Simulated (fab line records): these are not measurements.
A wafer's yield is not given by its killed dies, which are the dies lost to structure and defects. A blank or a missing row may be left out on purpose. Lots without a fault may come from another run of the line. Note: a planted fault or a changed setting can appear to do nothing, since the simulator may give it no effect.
Problem report, 8D (eight disciplines) form, completed by code | flow ritCmos | the parts of the form that need people (team, actions taken, sign-off) are left out

1. WHAT IS WRONG
Wafers free of any fault read 0.1 nm (standard deviation 1.5) for NLDD_OVL at RIT_NLDD_OVL_MEAS_06, against a mean of -181.5 nm on 6 wafers of 2 lots. So: -99 or more standard deviations from the usual mean.
Earliest sighting: wafer L472.4 on overlay-01 at day 6 16:04. Wafers with a number at this step in the record: 42, from 14 lots. By rule, "out" or "out of limits" means more than 4 standard deviations away from the usual mean. The other wafers with a number count as sound.

2. WHAT IT IS, AND WHAT IT ISN'T
question                    | is                     | is not
which readings at this step | NLDD_OVL               | -
which lots                  | L472, L473             | L453, L454, L457, L458, L462, L463, L464, L466, L470, L471, L474, L476
which wafers of those lots  | all that have a number | -
read on which gauges        | overlay-01             | overlay-02
when                        | from day 6 16:04       | up to then (30 sound wafers); but 6 sound wafers of L474, L476 came after

3. SUSPECTS, AND WHAT RULES EACH OUT
Counting: any tool at a process step up to the reading is kept as a suspect provided that every lot that is out went through it and no sound lot did after the first of them.
- the gauge at RIT_NLDD_OVL_MEAS_06: kept. All the wafers that are out were read on overlay-01, and no step on other tools shows them out.
- plasmaAsher-04 at RIT_GATE_STRIP_20 (strips in O2, time 180 s): ruled out as a lasting fault. Following L472 (day 6 11:52), the first lot on it that is out, the sound lots L474 were run on it.
- ilineStepper-01 at RIT_NLDD_EXPOSE_03 (exposes mask M7, target cd 40700 nm): kept. It ran every lot that is out, first L472 (day 6 15:43), and no sound lot after that; its last sound lot up to then is L470 (day 6 06:45).
What counting leaves: ilineStepper-01 at RIT_NLDD_EXPOSE_03 and overlay-01 at RIT_NLDD_OVL_MEAS_06.

4. THE CAUSE (what the simulator had put in)
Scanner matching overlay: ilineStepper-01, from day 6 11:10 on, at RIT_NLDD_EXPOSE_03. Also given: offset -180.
This tool is one of the 2 suspects left after counting.

5. SEQUENCE OF EFFECTS, ordered by route
Rows list readings where the struck wafers' mean (over those with a number) sits beyond 3 standard deviations from the usual. Scope: only readings with a usual standard deviation given in the record; hours: median across lots of the time from each lot's start at the first step in this table that gives one to its start at this step; sigmas: change in usual standard deviations.
hours | step                 | reading  | usual  | on struck wafers | change | sigmas
0     | RIT_NLDD_OVL_MEAS_06 | NLDD_OVL | 0.1 nm | -181.5           | -181.6 | -99 or more

6. WHAT WOULD HAVE CAUGHT IT SOONER
In this record the first reading out of limits at a measuring or inspecting step was taken at day 6 16:04, 5 hours after the fault began at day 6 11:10.
An alarm limit of 4 standard deviations would not have fired on the tool readings at RIT_NLDD_EXPOSE_03 for which the record gives a usual standard deviation, since none of them was out on any struck wafer.
Among the 2 lots that are out, L473 began RIT_NLDD_EXPOSE_03 on ilineStepper-01 after day 6 16:04. Had the tool been put on hold then, it would have been spared.
